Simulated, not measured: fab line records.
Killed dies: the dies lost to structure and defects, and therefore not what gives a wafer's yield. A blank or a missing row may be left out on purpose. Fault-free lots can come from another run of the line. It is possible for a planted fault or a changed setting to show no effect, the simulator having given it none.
Struck lot and sound lot, side by side || flow rit cmos || 44 steps out of a route of 202
Sound: wafers L518.1, L518.4, L518.5. Wafers L508.1, L508.2, L508.6 were the ones struck. At the end, the cause is stated.
Order at every step that has rows: each side's tool, ch and its chambers, its first start. Under that, the readings that differ: sound wafers || struck wafers || difference of the means || sigmas: that difference in standard deviations of wafers without a fault.
alike: readings whose means differ by less than 2 such deviations, and words and numbers that are the same on both sides. not compared: withheld readings, readings that some wafer has no value for, bounds like >300 that may hide the same value, and numbers for which the record gives no deviation and whose values overlap.
A row with sigmas, a row that says differs or no value, or rows on one side alone: a step with any of these is where the two part. Non-overlapping numbers with no deviation appear without sigmas and do not part them. A reading that every wafer of one side lacks parts them only if that side has two wafers or more.

first, 2 steps without rows for these wafers: RIT_NLDD_HARDBAKE_07 (time 60 s); RIT_NLDD_IMPLANT_08.
RIT_NLDD_STRIP_09: strips in O2, time 180 s.
  sound on plasma asher-01 ch 0,1, day 5 22:34; struck on plasma asher-02 ch 0,1, day 4 08:51
{"reading": "o2 flow sccm (sccm)", "sound": "3988 3997 3992", "struck": "4024 4006 4013", "difference": "+22", "sigmas": "+2"}
  alike: drypump motor current A
  not compared: rf hours counter h
RIT_NLDD_TW_MEAS_10:
  struck on film metro-04, day 4 09:01; sound on film metro-04, day 5 22:44
  alike: NLDD_TW
then, 6 steps without rows for these wafers: RIT_PLDD_HMDS_00 (prime time 60 s); RIT_PLDD_COAT_01 (resist thk 1000 nm); RIT_PLDD_SOFTBAKE_02 (time 60 s); RIT_PLDD_EXPOSE_03 (exposes mask M8, target cd 40900 nm); RIT_PLDD_PEB_04; RIT_PLDD_DEVELOP_05 (develop time 50 s).
RIT_PLDD_OVL_MEAS_06:
  struck on overlay-02, day 4 09:56; sound on overlay-02, day 5 23:47
  alike: PLDD_OVL
then, 1 step without rows for these wafers: RIT_PLDD_HARDBAKE_07 (time 60 s).
RIT_PLDD_IMPLANT_08:
  sound on implanter-04 ch 0, day 5 23:59; struck on implanter-03 ch 0, day 4 10:26
RIT_PLDD_STRIP_09: strips in O2, time 180 s.
  sound on plasma asher-03 ch 0, day 6 00:08; struck on plasma asher-03 ch 0,1, day 4 10:35
  alike: drypump motor current A, o2 flow sccm
  not compared: rf hours counter h
RIT_PLDD_TW_MEAS_10:
  struck on film metro-04, day 4 10:46; sound on film metro-04, day 6 00:18
{"reading": "PLDD_TW", "sound": "2324 2336 2331", "struck": "2762 2765 2759", "difference": "+432", "sigmas": "+16"}
then, 4 steps without rows for these wafers: RIT_SPACER_CLEAN_00 (cleans in SC1, time 600 s); RIT_SPACER_CLEAN_01 (cleans in dHF, time 30 s); RIT_SPACER_CLEAN_02 (cleans in SC2, time 600 s); RIT_SPACER_CVD_03 (deposits Si3N4 from SiH2Cl2/NH3, target thk 250 nm, time 3300 s).
RIT_SPACER_THK_MEAS_04:
  struck on film metro-04, day 4 13:07; sound on film metro-02, day 6 02:40
  alike: SPACER_NITRIDE_THK
RIT_SPACER_ETCHBACK_05: etches Si3N4 in SF6/CHF3, stops on SiO2, target depth 250 nm, time 240 s.
  sound on rie diel-03 ch 0,1,3, day 6 02:43; struck on rie diel-02 ch 0,3, day 4 13:11
  alike: drypump motor current A, oes product au, throttle valve pct
  not compared: rf hours counter h
then, 6 steps without rows for these wafers: RIT_NSD_HMDS_00 (prime time 60 s); RIT_NSD_COAT_01 (resist thk 1000 nm); RIT_NSD_SOFTBAKE_02 (time 60 s); RIT_NSD_EXPOSE_03 (exposes mask M9, target cd 40700 nm); RIT_NSD_PEB_04; RIT_NSD_DEVELOP_05 (develop time 50 s).
RIT_NSD_OVL_MEAS_06:
  struck on overlay-02, day 4 14:38; sound on overlay-02, day 6 03:43
  alike: NSD_OVL
then, 2 steps without rows for these wafers: RIT_NSD_HARDBAKE_07 (time 60 s); RIT_NSD_IMPLANT_08.
RIT_NSD_STRIP_09: strips in O2, time 180 s.
  sound on plasma asher-04 ch 1, day 6 04:04; struck on plasma asher-04 ch 0,1, day 4 15:01
  alike: drypump motor current A, o2 flow sccm
  not compared: rf hours counter h
RIT_NSD_TW_MEAS_10:
  struck on film metro-03, day 4 15:11; sound on film metro-01, day 6 04:14
  alike: NSD_TW
then, 6 steps without rows for these wafers: RIT_PSD_HMDS_00 (prime time 60 s); RIT_PSD_COAT_01 (resist thk 1000 nm); RIT_PSD_SOFTBAKE_02 (time 60 s); RIT_PSD_EXPOSE_03 (exposes mask M10, target cd 40900 nm); RIT_PSD_PEB_04; RIT_PSD_DEVELOP_05 (develop time 50 s).
RIT_PSD_OVL_MEAS_06:
  struck on overlay-01, day 4 16:15; sound on overlay-02, day 6 05:08
  alike: PSD_OVL
then, 2 steps without rows for these wafers: RIT_PSD_HARDBAKE_07 (time 60 s); RIT_PSD_IMPLANT_08.
RIT_PSD_STRIP_09: strips in O2, time 180 s.
  sound on plasma asher-01 ch 0,1, day 6 05:29; struck on plasma asher-02 ch 0,1, day 4 16:41
  alike: drypump motor current A, o2 flow sccm
  not compared: rf hours counter h
RIT_SDANNEAL_RS_MEAS_06: the measuring method here is four-point-probe.
  struck on film metro-01, day 4 17:35; sound on film metro-04, day 6 06:25
{"reading": "PLDD_RS (ohm/sq)", "sound": "178.2 178.9 178.8", "struck": "151.9 151.7 151.6", "difference": -26.9, "sigmas": -69}
RIT_M1_PROBE_99:
  struck on prober-02, day 5 01:44; sound on prober-02, day 6 15:01
  alike: killed at contacts, killed at front end, killed dies, killed open, killed short

== WHERE THEY PART ==
At RIT_NLDD_STRIP_09 first; at RIT_SDANNEAL_RS_MEAS_06 last (within this record only). Later steps at which nothing parts them and some readings are alike: RIT_M1_PROBE_99.

WHY: whatever the simulator had introduced
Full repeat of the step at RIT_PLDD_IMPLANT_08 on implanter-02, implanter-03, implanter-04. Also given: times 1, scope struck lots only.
